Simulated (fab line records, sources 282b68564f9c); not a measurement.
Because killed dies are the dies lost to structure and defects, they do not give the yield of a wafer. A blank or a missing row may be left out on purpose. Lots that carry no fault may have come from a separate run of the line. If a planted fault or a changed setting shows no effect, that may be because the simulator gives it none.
Struck lot and sound lot, side by side || flow rit_cmos || 28 out of 202 route steps
Sound: these wafers, L689.1, L689.2, L689.3. The struck wafers were L698.2, L698.4, L698.5. At the end, the cause is stated.
Per side, at each step with rows, come the tool, then ch with its chambers, and then its first start. Under that, the readings that differ: sound wafers || struck wafers || difference of the means || sigmas: that difference in standard deviations of wafers without a fault.
alike: readings with means less than 2 such deviations apart, plus words and numbers identical on both sides. not compared: withheld readings, readings lacking a value on some wafer, bounds such as >300 that could conceal the same value, and numbers that have no deviation in the record and whose values overlap.
The two part at a step that has a row with sigmas, a row that says differs or no value, or rows on one side only. When numbers do not overlap yet have no deviation, they are printed without sigmas and do not part them. A reading that every wafer of one side lacks parts them only if that side has two wafers or more.

RIT_ACTIVE_BOW_MEAS_00:
  sound on film_metro-04, day 2 01:00; struck on film_metro-04, day 3 22:01
  alike: INCOMING_BOW
RIT_ACTIVE_OXIDATION_01: target thk 46.8 nm, ox time 3360 s.
  sound on furnace-04 ch 0, day 2 01:07; struck on furnace-04 ch 0, day 4 01:50
{"reading": "spike_tc_centre_C (C)", "sound": "1001.6 1003.0 1001.2", "struck": "1015.7 1015.5 1016.5", "difference": "+14.0", "sigmas": "+13"}
{"reading": "spike_tc_load_C (C)", "sound": "1025.7 1025.6 1026.6", "struck": "1041.1 1038.9 1040.1", "difference": "+14.1", "sigmas": "+14"}
{"reading": "spike_tc_source_C (C)", "sound": "1023.5 1022.9 1022.3", "struck": "1036.2 1037.0 1036.8", "difference": "+13.8", "sigmas": "+8"}
{"reading": "model.SiO2_of_ACTIVE_OXIDATION_01.thk_nm (nm)", "sound": "45.47 46.11 45.22", "struck": "51.35 52.55 51.09", "difference": "+6.06", "sigmas": ""}
RIT_ACTIVE_THK_MEAS_02:
  sound on film_metro-01, day 2 03:03; struck on film_metro-04, day 4 03:47
{"reading": "ACTIVE_OXIDE_THK (nm)", "sound": "45.5 46.2 45.2", "struck": "51.3 52.6 51.1", "difference": "+6.0", "sigmas": "+7"}
then, 1 step without rows for these wafers: RIT_ACTIVE_CVD_03 (deposits Si3N4 from SiH2Cl2/NH3, target thk 150 nm, time 1500 s).
RIT_ACTIVE_THK_MEAS_04:
  sound on film_metro-04, day 2 04:32; struck on film_metro-01, day 4 05:16
  alike: ACTIVE_NITRIDE_THK
then, 6 steps without rows for these wafers: RIT_ACTIVE_HMDS_05 (prime time 60 s); RIT_ACTIVE_COAT_06 (resist thk 1000 nm); RIT_ACTIVE_SOFTBAKE_07 (time 60 s); RIT_ACTIVE_EXPOSE_08 (exposes mask M1, target cd 1400 nm); RIT_ACTIVE_PEB_09; RIT_ACTIVE_DEVELOP_10 (develop time 50 s).
RIT_ACTIVE_CD_MEAS_11: target cd 1400 nm.
  sound on cd_sem-01, day 2 05:34; struck on cd_sem-02, day 4 06:11
{"reading": "cd_nm (nm)", "sound": "1405.4 1405.4 1403.7", "struck": "1398.3 1397.9 1397.7", "difference": -6.9, "sigmas": -3}
then, 1 step without rows for these wafers: RIT_ACTIVE_HARDBAKE_12 (time 60 s).
RIT_ACTIVE_ETCH_13: etches Si3N4 in SF6, stops on SiO2, time 205.4 s, target depth 210 nm.
  sound on rie_diel-01 ch 1,2,3, day 2 05:50; struck on rie_diel-03 ch 1,2,3, day 4 06:26
  alike: drypump_motor_current_A, oes_product_au, throttle_valve_pct
  not compared: rf_hours_counter_h
RIT_ACTIVE_STRIP_14: strips in O2, time 180 s.
  sound on plasma_asher-01 ch 0,1, day 2 05:58; struck on plasma_asher-04 ch 0, day 4 06:34
  alike: drypump_motor_current_A
  not compared: rf_hours_counter_h
RIT_ACTIVE_CD_MEAS_90: target cd 1400 nm.
  sound on cd_sem-01, day 2 06:08; struck on cd_sem-01, day 4 06:46
{"reading": "cd_nm (nm)", "sound": "1405.1 1405.7 1403.5", "struck": "1398.0 1398.4 1397.7", "difference": -6.7, "sigmas": -3}
then, 4 steps without rows for these wafers: RIT_ACTIVE_CLEAN_15 (cleans in SC1, time 600 s); RIT_ACTIVE_CLEAN_16 (cleans in dHF, time 30 s); RIT_ACTIVE_CLEAN_17 (cleans in SC2, time 600 s); RIT_FOX1_OXIDATION_00 (target thk 350.7 nm, ox time 1130 s).
RIT_FOX1_THK_MEAS_01:
  sound on film_metro-04, day 2 10:10; struck on film_metro-04, day 4 09:38
  alike: FOX1_OXIDE_THK
then, 2 steps without rows for these wafers: RIT_FOX1_WET_ETCH_02 (etches SiO2 in BOE, target depth 350 nm, time 390 s); RIT_FOX2_OXIDATION_00 (target thk 350.7 nm, ox time 1130 s).
RIT_FOX2_THK_MEAS_01:
  sound on film_metro-02, day 2 11:40; struck on film_metro-01, day 4 11:37
  alike: FOX2_OXIDE_THK
then, 1 step without rows for these wafers: RIT_FOX2_CLEAN_02 (cleans in dHF, time 180 s).
RIT_FOX2_WET_ETCH_03: etches Si3N4 in H3PO4, target depth 195 nm, time 2700 s.
  sound on wet_bench-01 ch 0, day 2 11:47; struck on wet_bench-02 ch 3, day 4 11:44
{"reading": "model.SiO2_of_ACTIVE_OXIDATION_01.thk_nm (nm)", "sound": "40.4 40.97 40.16", "struck": "45.81 46.43 45.6", "difference": "+5.44", "sigmas": ""}
RIT_FOX2_THK_MEAS_90:
  sound on film_metro-03, day 2 12:32; struck on film_metro-02, day 4 12:29
  alike: FIELD_OXIDE_LEFT_1_THK
-- the record jumps here: 2 days lie between the struck wafers' starts before and after (it left off in module FOX2 and takes up again in module M1, whose first step shown is number 202 of the route) --
RIT_M1_PROBE_99:
  sound on prober-01, day 4 02:44; struck on prober-02, day 6 18:06
{"reading": "model.etest.pldd.width_nm (nm)", "sound": "3209 3223 3229", "struck": "3163 3137 3158", "difference": -68, "sigmas": ""}
{"reading": "model.etest.nldd.width_nm (nm)", "sound": "3223 3212 3210", "struck": "3156 3155 3143", "difference": -64, "sigmas": ""}
{"reading": "model.etest.pplus_sal.width_nm (nm)", "sound": "3480 3455 3488", "struck": "3451 3426 3425", "difference": -40, "sigmas": ""}
{"reading": "model.etest.nplus_sal.width_nm (nm)", "sound": "3476 3446 3480", "struck": "3425 3412 3424", "difference": -47, "sigmas": ""}
{"reading": "model.etest.nmos_narrow.drive_ua_um", "sound": "240.5 240.7 247.6", "struck": "224.9 206.5 216.6", "difference": -26.9, "sigmas": ""}
{"reading": "model.etest.pmos_narrow.drive_ua_um", "sound": "105.4 106.9 110.8", "struck": "100.2 95.05 97.59", "difference": -10.1, "sigmas": ""}
  alike: killed_at_M0_to_M3, killed_at_contacts, killed_at_front_end, killed_dies, killed_open, killed_short

== WHERE THEY PART ==
Last at RIT_ACTIVE_CD_MEAS_90 as far as this record goes, first at RIT_ACTIVE_OXIDATION_01. Later steps at which nothing parts them and some readings are alike: RIT_FOX1_THK_MEAS_01, RIT_FOX2_THK_MEAS_01, RIT_FOX2_THK_MEAS_90, RIT_M1_PROBE_99.

WHY: the cause the simulator had injected
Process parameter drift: furnace-04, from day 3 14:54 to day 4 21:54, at RIT_ACTIVE_OXIDATION_01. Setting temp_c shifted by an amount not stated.
